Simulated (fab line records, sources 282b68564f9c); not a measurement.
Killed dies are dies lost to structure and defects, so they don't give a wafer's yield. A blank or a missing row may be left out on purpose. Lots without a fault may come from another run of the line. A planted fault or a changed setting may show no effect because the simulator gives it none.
Which tool did it? | flow rit_cmos | 9 lots, 27 wafers sampled, at 2 steps of a route of 202

WHAT THE GAUGES READ, wafer by wafer
RIT_SDANNEAL_RS_MEAS_04: measures by four-point-probe.
lot  | measured    | on            | PSD_RS (ohm/sq)
L706 | day 3 02:03 | film_metro-03 | 115.88 115.81 116.16
L707 | day 3 06:16 | film_metro-03 | 115.97 115.77 115.57
L708 | day 3 12:16 | film_metro-04 | 115.83 116.11 116.17
L709 | day 3 18:51 | film_metro-04 | 115.87 115.77 115.97
L710 | day 3 22:43 | film_metro-04 | 116.39 116.48 115.99
L711 | day 4 03:21 | film_metro-01 | 50.45 50.42 50.40
L712 | day 4 08:02 | film_metro-01 | 50.44 50.50 50.52
L713 | day 4 15:13 | film_metro-03 | 50.71 50.77 50.60
L714 | day 5 00:01 | film_metro-01 | 50.41 50.39 50.43

WHICH TOOL RAN EACH LOT (tool, then ch and the chambers of the sampled wafers, then the start)
lot  | RIT_PSD_IMPLANT_08
L706 | implanter-01 ch 0, day 3 01:14
L707 | implanter-03 ch 0, day 3 05:27
L708 | implanter-03 ch 0, day 3 11:26
L709 | implanter-02 ch 0, day 3 18:01
L710 | implanter-01 ch 0, day 3 21:53
L711 | implanter-02 ch 0, day 4 02:31
L712 | implanter-01 ch 0, day 4 07:15
L713 | implanter-01 ch 0, day 4 14:25
L714 | implanter-03 ch 0, day 4 23:13
- RIT_PSD_IMPLANT_08

THE ANSWER, worked out from the rows above alone
Rule: what is usual is taken from the lots themselves. Put in order of their means at a reading, lots are off if they are a third of the lots or fewer, leave a main group of 4 or more, and stand apart from it by a gap of 3 or more times the standard deviation of the main group's means; of several such gaps the widest counts. A main group whose means are all the same, to the digits that the tables above print for the reading, isn't used. A lot without any number at a reading at which 4 lots or more have one is off too. The other lots that the step has rows for count as sound.
No lot is off at any reading shown: from this, nothing can be told.

WHAT THE SIMULATOR HAD PUT IN
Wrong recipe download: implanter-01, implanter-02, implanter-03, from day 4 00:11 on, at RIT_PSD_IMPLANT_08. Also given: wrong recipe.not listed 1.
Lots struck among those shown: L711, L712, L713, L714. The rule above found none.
